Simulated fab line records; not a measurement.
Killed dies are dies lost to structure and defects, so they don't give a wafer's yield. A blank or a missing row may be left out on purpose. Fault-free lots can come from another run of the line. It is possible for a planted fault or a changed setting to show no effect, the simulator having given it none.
Comparing a struck lot with a sound one    flow ritCmos    25 out of 202 route steps
Sound: wafers L847.1, L847.2, L847.4. Wafers L856.2, L856.3, L856.6 were the ones struck. Last of all comes the cause.
At each step with rows: each side's tool, then ch and its chambers, then its first start. Under that, the readings that differ: sound wafers    struck wafers    difference of the means    sigmas: that difference in standard deviations of wafers without a fault.
alike: readings whose means differ by less than 2 such deviations, and words and numbers that are the same on both sides. not compared: withheld readings, readings that some wafer has no value for, bounds like >300 that may hide the same value, and numbers for which the record gives no deviation and whose values overlap.
Wherever a step has rows on one side only, a row that says differs or no value, or a row with sigmas, the two part there. Numbers that don't overlap but have no deviation are shown without sigmas and don't part them. Lack of a reading on every wafer of one side parts them only where that side has two or more wafers.

first, 1 step without rows for these wafers: RIT_PRETRO_IMPLANT_08.
RIT_PRETRO_STRIP_09: strips in O2, time 180 s.
  sound on plasmaAsher-01 ch 0,1, day 2 13:26; struck on plasmaAsher-04 ch 0,1, day 4 09:20
  alike: drypumpMotorCurrentA
  not compared: rfHoursCounterH
RIT_PRETRO_TW_MEAS_10:
  struck on filmMetro-04, day 4 09:31; sound on filmMetro-03, day 2 13:37
  alike: PRETRO_TW
then, 5 steps without rows for these wafers: RIT_GATE_WET_ETCH_00 (etches SiO2 in BOE, target depth 56 nm, time 60 s); RIT_GATE_CLEAN_01 (cleans in SC1, time 600 s); RIT_GATE_CLEAN_02 (cleans in dHF, time 30 s); RIT_GATE_CLEAN_03 (cleans in SC2, time 600 s); RIT_GATE_CLEAN_04 (cleans in dHF, time 60 s).
RIT_FOX2_THK_MEAS_91:
  struck on filmMetro-04, day 4 10:01; sound on filmMetro-04, day 2 14:07
  alike: FIELD_OXIDE_LEFT_2_THK
then, 2 steps without rows for these wafers: RIT_GATE_OXIDATION_05 (target thk 3 nm, ox time 270 s); RIT_GATE_ANNEAL_06 (time 600 s).
RIT_GATE_THK_MEAS_07:
  struck on filmMetro-02, day 4 11:44; sound on filmMetro-04, day 2 21:07
  alike: GATE_OXIDE_THK
RIT_GATE_CVD_08: deposits poly-Si from SiH4, target thk 250 nm, time 2220 s.
  sound on lpcvd-01 ch 0, day 2 22:20; struck on lpcvd-01 ch 0, day 4 12:47
reading                                  sound            struck             difference  sigmas
model.poly-Si_of_GATE_CVD_08.thkNm (nm)  247.9 248 244.8  369.7 370.8 372.5  +124.1      
RIT_GATE_THK_MEAS_09:
  struck on filmMetro-01, day 4 14:25; sound on filmMetro-04, day 2 23:58
reading             sound              struck             difference  sigmas
GATE_POLY_THK (nm)  248.0 248.1 244.9  369.6 371.3 372.6  +124.2      +50
then, 6 steps without rows for these wafers: RIT_GATE_HMDS_10 (prime time 60 s); RIT_GATE_COAT_11 (resist thk 850 nm); RIT_GATE_SOFTBAKE_12 (time 60 s); RIT_GATE_EXPOSE_13 (exposes mask M6, target cd 150 nm); RIT_GATE_PEB_14; RIT_GATE_DEVELOP_15 (develop time 50 s).
RIT_GATE_CD_MEAS_16 targets a cd of 150 nm.
  struck on cdSem-02, day 4 15:28; sound on cdSem-02, day 3 00:52
  alike: cdNm
RIT_GATE_OVL_MEAS_17:
  struck on overlay-01, day 4 15:35; sound on overlay-02, day 3 00:59
  alike: GATE_OVL
then, 1 step without rows for these wafers: RIT_GATE_HARDBAKE_18 (time 60 s).
RIT_GATE_ETCH_19: etches poly-Si in SF6/CHF3/O2, stops on SiO2, time 165 s, target depth 312.5 nm.
  sound on rieSi-02 ch 0,1,2, day 3 01:11; struck on rieSi-01 ch 2,3, day 4 15:46
reading                         sound              struck             difference  sigmas
oesProductAu (a.u.)             0.848 0.834 0.841  1.018 0.983 1.003  +0.160      +15
model.GATE.featureDepthNm (nm)  247.9 248 244.8    311.9 310.7 313.3  +65.1       
model.etch.depthNm (nm)         247.9 248 244.8    311.9 310.7 313.3  +65.1       
  alike: drypumpMotorCurrentA, throttleValvePct
  not compared: rfHoursCounterH
RIT_GATE_STRIP_20: strips in O2, time 180 s.
  sound on plasmaAsher-03 ch 0,1, day 3 01:17; struck on plasmaAsher-03 ch 0, day 4 15:52
  alike: drypumpMotorCurrentA
  not compared: rfHoursCounterH

== WHERE THEY PART ==
At RIT_GATE_THK_MEAS_09 first; at RIT_GATE_ETCH_19 last (within this record only). Later steps at which nothing parts them and some readings are alike: RIT_GATE_STRIP_20.

WHY: whatever the simulator had introduced
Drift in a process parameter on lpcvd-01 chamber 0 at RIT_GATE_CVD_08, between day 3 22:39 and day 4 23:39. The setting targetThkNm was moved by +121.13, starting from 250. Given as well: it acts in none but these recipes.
